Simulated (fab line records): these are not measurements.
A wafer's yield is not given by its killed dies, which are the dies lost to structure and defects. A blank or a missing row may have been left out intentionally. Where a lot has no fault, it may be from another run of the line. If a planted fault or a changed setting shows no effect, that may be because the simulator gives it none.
Which tool was responsible?	flow berkeley cmos170	42 wafers from 14 lots sampled at 5 of the route's 331 steps

== WHAT THE GAUGES READ, wafer by wafer ==
UCB170_ACTIVE_THK_MEAS_03. Usual: ACTIVE_OXIDE_THK typically reads 26.0 nm, with standard deviation 0.53.
lot	measured	on	ACTIVE_OXIDE_THK (nm)	flag
L363	day 4 18:10	film metro-04	25.8 25.6 26.0	
L365	day 5 17:31	film metro-01	26.4 26.5 26.1	
L368	day 5 22:05	film metro-02	26.5 26.7 27.1	
L366	day 5 22:07	film metro-01	25.8 26.1 25.9	
L367	day 5 22:09	film metro-04	26.4 26.5 26.0	
L370	day 5 22:09	film metro-01	25.7 25.7 26.4	
L371	day 5 22:09	film metro-02	26.5 25.9 26.3	
L372	day 6 09:07	film metro-02	26.2 26.1 25.7	
L374	day 6 23:23	film metro-02	25.6 25.5 25.4	
L380	day 8 11:44	film metro-02	26.7 25.8 26.2	
L381	day 8 11:44	film metro-04	25.2 25.5 25.6	
L382	day 8 11:45	film metro-01	25.7 25.7 25.7	
L384	day 8 16:25	film metro-01	27.1 27.0 27.4	
L385	day 8 16:26	film metro-04	26.6 26.5 26.6	

UCB170_SACOX_THK_MEAS_02. Usual: SACOX_OXIDE_THK typically reads 14.38 nm, with standard deviation 0.3.
lot	measured	on	SACOX_OXIDE_THK (nm)	flag
L363	day 6 04:46	film metro-02	14.25 14.44 14.21	
L365	day 7 04:27	film metro-04	14.84 14.71 14.71	
L368	day 7 04:26	film metro-03	14.34 14.43 14.13	
L366	day 7 04:31	film metro-04	14.54 14.46 14.50	
L367	day 7 04:34	film metro-04	14.37 14.42 14.37	
L370	day 7 04:34	film metro-03	14.44 14.77 14.42	
L371	day 7 06:55	film metro-02	22.10 22.05 21.65	OFF
L372	day 7 17:29	film metro-02	14.26 14.25 14.29	
L374	day 8 14:44	film metro-04	22.40 22.01 21.94	OFF
L380	day 10 01:19	film metro-03	14.97 14.82 14.98	
L381	day 10 01:16	film metro-04	14.44 14.41 14.31	
L382	day 10 01:20	film metro-02	14.42 14.67 14.46	
L384	day 10 01:16	film metro-02	14.64 14.82 14.57	
L385	day 10 01:17	film metro-03	14.62 14.50 14.52	

UCB170_V2_OVL_MEAS_13. Usual: V2_OVL typically reads 1 nm, with standard deviation 6.4.
lot	measured	on	V2_OVL (nm)	flag
L363	day 8 21:24	overlay-01	-5 -3 -5	
L365	day 10 06:05	overlay-02	9 6 14	
L368	day 10 02:38	overlay-02	1 -1 3	
L366	day 10 04:46	overlay-02	19 11 8	
L367	day 10 05:49	overlay-02	-3 5 -7	
L370	day 10 05:52	overlay-01	-6 -4 -2	
L371	day 10 06:08	overlay-01	3 3 5	
L372	day 10 17:32	overlay-02	6 5 6	
L374	day 11 04:37	overlay-02	0 -8 -6	
L380	day 12 21:00	overlay-02	1 -3 0	
L381	day 12 14:55	overlay-02	0 -5 -10	
L382	day 12 20:24	overlay-01	1 4 0	
L384	day 12 16:39	overlay-01	7 -3 2	
L385	day 12 20:10	overlay-02	8 -3 2	

== WHICH TOOL RAN EACH LOT (tool, then ch and the chambers of the sampled wafers, then the start) ==
lot	UCB170_SACOX_OXIDATION_01	UCB170_M2_ETCH_17
L363	furnace-01 ch 0, day 6 03:05	rie diel-03 ch 0,1, day 8 17:48
L365	furnace-01 ch 0, day 7 02:47	rie diel-02 ch 1,2,3, day 10 02:03
L368	furnace-01 ch 0, day 7 02:47	rie diel-04 ch 0,2,3, day 9 22:31
L366	furnace-01 ch 0, day 7 02:47	rie diel-03 ch 0,1,2, day 10 00:57
L367	furnace-01 ch 0, day 7 02:47	rie diel-03 ch 0,2,3, day 10 01:40
L370	furnace-01 ch 0, day 7 02:47	rie diel-04 ch 0,2,3, day 10 01:46
L371	furnace-01 ch 0, day 7 02:47 and furnace-02 ch 0, day 7 05:14	rie diel-03 ch 0,1, day 10 02:27
L372	furnace-02 ch 0, day 7 15:49	rie diel-03 ch 1,3, day 10 14:03
L374	furnace-02 ch 0, day 8 08:43	rie diel-02 ch 0,2,3, day 11 02:04
L380	furnace-01 ch 0, day 9 23:35	rie diel-02 ch 0,1,2, day 12 18:41
L381	furnace-01 ch 0, day 9 23:35	rie diel-03 ch 0,1,3, day 12 12:10
L382	furnace-01 ch 0, day 9 23:35	rie diel-03 ch 0,1,3, day 12 17:49
L384	furnace-01 ch 0, day 9 23:35	rie diel-03 ch 0,1,3, day 12 13:59
L385	furnace-01 ch 0, day 9 23:35	rie diel-02 ch 2,3, day 12 17:32
- UCB170_SACOX_OXIDATION_01: target thk 14.4 nm, ox time 2400 s.
- UCB170_M2_ETCH_17: etches BARC in N2/H2.

== WHAT THE TOOLS THEMSELVES READ (means of the sampled wafers that have a number; where no wafer has one, the mark that the record gives instead) ==
UCB170_M2_ETCH_17. Usual: drypump motor current A 5.5 A, standard deviation 0.4; oes product au 1.002 a.u., standard deviation 0.024; throttle valve pct 13.40 %, standard deviation 0.18.
lot	tool	drypump motor current A (A)	oes product au (a.u.)	throttle valve pct (%)	flag
L363	rie diel-03	5.5	0.984	13.41	
L365	rie diel-02	5.6	1.015	13.46	
L368	rie diel-04	5.8	0.974	13.55	
L366	rie diel-03	5.3	1.007	13.41	
L367	rie diel-03	5.3	0.998	13.27	
L370	rie diel-04	5.8	0.982	13.55	
L371	rie diel-03	5.5	0.989	13.42	
L372	rie diel-03	5.8	0.996	13.37	
L374	rie diel-02	5.4	1.012	13.51	
L380	rie diel-02	5.7	1.017	13.38	
L381	rie diel-03	5.5	0.984	13.28	
L382	rie diel-03	5.5	0.990	13.27	
L384	rie diel-03	5.5	1.000	13.28	
L385	rie diel-02	5.5	1.039	13.57	

== THE ANSWER, worked out from the rows above alone ==
Rule: a lot is off if the mean of its wafers that have a number lies more than 3 standard deviations from the usual mean. Also off: a lot with no number at a reading for which 4 or more lots have one. Where the step has rows for the other lots, those lots are counted as sound. After the gauges, taken in route order, come the tools' own readings; for these a lot's mean is taken, as printed above. At the first step where some lot is off, the reading lying furthest off is the one used; lots without a number count as furthest.
Off: at UCB170_SACOX_THK_MEAS_02 (SACOX_OXIDE_THK), L371, L374.
A tool fits if, at a process step before that reading, it ran every lot that is off, and no sound lot after the first of them. The gauges at UCB170_SACOX_THK_MEAS_02 are tried like those tools. Of those tried, none fits.

== WHAT WAS PUT IN BY THE SIMULATOR ==
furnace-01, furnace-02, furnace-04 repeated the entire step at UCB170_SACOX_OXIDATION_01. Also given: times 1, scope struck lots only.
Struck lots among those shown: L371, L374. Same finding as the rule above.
